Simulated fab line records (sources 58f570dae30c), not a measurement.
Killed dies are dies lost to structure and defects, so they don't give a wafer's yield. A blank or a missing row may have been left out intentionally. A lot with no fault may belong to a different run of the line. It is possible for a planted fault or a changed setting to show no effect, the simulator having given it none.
The tool behind it: which one? -- flow berkeleyCmos170 -- Sampling: 7 lots, 21 wafers, 2 of 331 route steps

## WHAT THE GAUGES SHOWED, per wafer
UCB170_PFIELD_TW_MEAS_09.
lot,measured,on,PFIELD_TW
L245,day 5 08:29,filmMetro-01,612 610 608
L248,day 6 14:26,filmMetro-01,629 629 631 629 629 625
L252,day 6 22:27,filmMetro-02,614 615 613
L257,day 7 11:29,filmMetro-04,603 602 603
L260,day 8 11:14,filmMetro-02,592 592 592
L264,day 9 07:13,filmMetro-02,592 593 592
L265,day 9 09:04,filmMetro-04,602 603 600

## WHICH TOOL RAN EACH LOT (tool, then ch and the chambers of the sampled wafers, then the start)
lot,UCB170_PFIELD_IMPLANT_07
L245,"implanter-01 ch 0, day 5 08:16"
L248,"implanter-02 ch 0, day 6 14:13"
L252,"implanter-02 ch 0, day 6 22:12"
L257,"implanter-03 ch 0, day 7 11:16"
L260,"implanter-03 ch 0, day 8 10:59"
L264,"implanter-03 ch 0, day 9 07:00"
L265,"implanter-03 ch 0, day 9 08:50"
- UCB170_PFIELD_IMPLANT_07

## THE ANSWER, worked out from the rows above alone
Rule: the lots themselves supply what counts as usual. Put in order of their means at a reading, lots are off if they are a third of the lots or fewer, leave a main group of 4 or more, and stand apart from it by a gap of 3 or more times the standard deviation of the main group's means; of several such gaps the widest counts. If all means in a main group match to the digits the tables above print for the reading, that group is not used. Also off: a lot with no number at a reading for which 4 or more lots have one. All remaining lots with rows at the step are treated as sound.
No lot is off on any of the readings shown, so nothing can be concluded from this.

## WHAT THE SIMULATOR PUT IN
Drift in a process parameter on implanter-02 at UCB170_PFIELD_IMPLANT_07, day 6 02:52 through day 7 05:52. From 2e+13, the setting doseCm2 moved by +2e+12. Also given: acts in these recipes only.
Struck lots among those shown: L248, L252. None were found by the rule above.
